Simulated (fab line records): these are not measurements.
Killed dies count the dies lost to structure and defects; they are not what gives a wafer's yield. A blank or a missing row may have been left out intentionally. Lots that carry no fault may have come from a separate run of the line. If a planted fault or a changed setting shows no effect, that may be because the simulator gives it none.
Problem report, 8D (eight disciplines) form, completed by code ; flow berkeley-cmos170 ; the parts of the form that need people (team, actions taken, sign-off) are left out

== 1. WHAT WENT WRONG ==
PVT_TW at UCB170_PVT_TW_MEAS_09 reads a mean of 472 on 6 wafers of 2 lots; wafers without a fault read 512 with a standard deviation of 3.9. Measured from the usual mean, that is -10 standard deviations.
Seen first at day 11 08:11 on film-metro-02, wafer L720.2. The record holds 42 wafers of 14 lots with a number at this step. By rule, "out" or "out of limits" means more than 4 standard deviations away from the usual mean. The other wafers with a number count as sound.

== 2. WHAT THIS IS AND IS NOT ==
question;is;is not
which readings at this step;PVT_TW;-
which lots;L720, L723;L700, L701, L703, L706, L707, L708, L710, L711, L712, L714, L716, L722
which wafers of those lots;all that have a number;-
read on which gauges;film-metro-02, film-metro-03;film-metro-04
when;from day 11 08:11;up to then (36 sound wafers)

== 3. THE SUSPECTS, EACH WITH WHAT RULES IT OUT ==
Counting: a tool stays on the suspect list if, at a process step up to the reading, it processed all lots that are out and no sound lot following the first of them.
- the gauge at UCB170_PVT_TW_MEAS_09: ruled out. 2 gauges (film-metro-02, film-metro-03) read the wafers that are out.
- plasma-asher-01 at UCB170_PWELL_STRIP_16 (strips in O2): kept. It ran every lot that is out, first L720 (day 7 21:15), and no sound lot after that; its last sound lot up to then is L714 (day 6 04:30).
- implanter-01 at UCB170_PVT_IMPLANT_07: kept. It ran every lot that is out, first L720 (day 11 07:56), and no sound lot after that; its last sound lot up to then is L710 (day 8 23:50). On those wafers its own readings are out: beam-on-s, faraday-current-uA.
Remaining after the count are plasma-asher-01 at UCB170_PWELL_STRIP_16 and implanter-01 at UCB170_PVT_IMPLANT_07.

== 4. THE CAUSE (what the simulator had put in) ==
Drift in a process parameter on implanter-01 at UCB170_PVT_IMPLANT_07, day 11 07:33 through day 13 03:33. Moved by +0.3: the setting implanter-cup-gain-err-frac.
2 suspects survive the count, and this tool is in that group.

== 5. THE EFFECT CHAIN, in route order ==
Each row: a reading where the mean over the struck wafers with a number is more than 3 standard deviations away from the usual. Only readings for which the record gives a usual standard deviation are gone through. hours: the time from each lot's start at the first step in this table that gives one to its start at this step, as a median over the lots. sigmas: the change in usual standard deviations.
hours;step;reading;usual;on struck wafers;change;sigmas
0;UCB170_PVT_IMPLANT_07;beam-on-s;10.00 s;7.79;-2.21;-12
0;UCB170_PVT_IMPLANT_07;faraday-current-uA;6.34;8.16;+1.82;+15
0;UCB170_PVT_TW_MEAS_09;PVT_TW;512;472;-40;-10
Process steps it contains:
- UCB170_PVT_IMPLANT_07

== 6. HOW IT WOULD HAVE BEEN CAUGHT EARLIER ==
In this record the first reading out of limits at a measuring or inspecting step was taken at day 11 08:11, 1 hour after the fault began at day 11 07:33.
Tool's own readings at UCB170_PVT_IMPLANT_07, beam-on-s, faraday-current-uA: out on all struck wafers the step has rows for; an alarm limit on them would have tripped on the first.
Among the 2 lots that are out, L723 began UCB170_PVT_IMPLANT_07 on implanter-01 after day 11 08:11. Holding the tool at that time would have saved it.
